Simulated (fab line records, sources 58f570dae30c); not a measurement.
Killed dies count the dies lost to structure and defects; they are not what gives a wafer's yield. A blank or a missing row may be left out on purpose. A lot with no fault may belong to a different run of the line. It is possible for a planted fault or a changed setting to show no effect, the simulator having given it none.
One fault through the eyes of 2 desks ; flow berkeley cmos170 ; what lay behind the numbers comes last; until then each desk has only its own

AT THE TOOL OWNER'S DESK: implanter-04
The tool's own readings at UCB170_PWELL_IMPLANT_15, given as means over the sampled wafers that have a number, one for each lot that went through this tool. If a lot's mean is further than 4 standard deviations from the usual mean, the lot is out of limits and carries the mark OUT (the distance appears in the brackets).
Columns: A = beam energy keV at UCB170_PWELL_IMPLANT_15, usual 59.997; B = faraday current uA at UCB170_PWELL_IMPLANT_15, usual 15.9; C = tilt deg at UCB170_PWELL_IMPLANT_15, usual 7.001 degrees
lot;first seen here;A;B;C
L364;day 3 09:06;59.989;15.9;7.013
L371;day 5 05:29;58.832 (-65) OUT;15.7;7.000
L373;day 5 10:51;58.855 (-63) OUT;16.1;6.989
This desk's finding: out of limits on L371, L373; first on L371, day 5 05:29 (beam energy keV at UCB170_PWELL_IMPLANT_15). Within limits: L364.

AT THE METROLOGY DESK
Lot by lot, what the gauges showed, no matter which tool ran the lot: averages of those sampled wafers that carry a number. If a lot's mean is further than 4 standard deviations from the usual mean, the lot is out of limits and carries the mark OUT (the distance appears in the brackets).
Columns: A = PWELL_OXIDE_THK at UCB170_PWELL_THK_MEAS_03, usual 26.2 nm; B = PWELL_NITRIDE_THK at UCB170_PWELL_THK_MEAS_06, usual 219.7 nm; C = PWELL_OVL at UCB170_PWELL_OVL_MEAS_13, usual 0 nm
lot;first seen here;A;B;C
L364;day 2 23:27;25.4;220.7;1
L371;day 4 20:53;26.2;219.0;6
L373;day 5 03:04;27.0;219.2;-3
L380;day 6 08:37;25.2;219.3;-5
L383;day 7 06:31;26.3;218.7;3
L384;day 7 06:35;26.3;221.8;-4
Finding of this desk: none of the 6 lots has anything out of limits.

TAKEN TOGETHER
An alarm could have come from the tool owner's desk at day 5 05:29, on L371, L373.
The metrology desk saw nothing out of limits.
The metrology desk holds a record of L371, L373, inside its limits.
UCB170_PWELL_IMPLANT_15 was run on implanter-04 by each of the lots named.

WHAT THE SIMULATOR HAD INSERTED
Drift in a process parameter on implanter-04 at UCB170_PWELL_IMPLANT_15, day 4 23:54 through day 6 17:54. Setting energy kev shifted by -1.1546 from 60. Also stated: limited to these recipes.
Struck lots among those shown: L371, L373.
Time in hours from fault onset to the first out-of-limits reading at each desk: the tool owner's desk, 6.
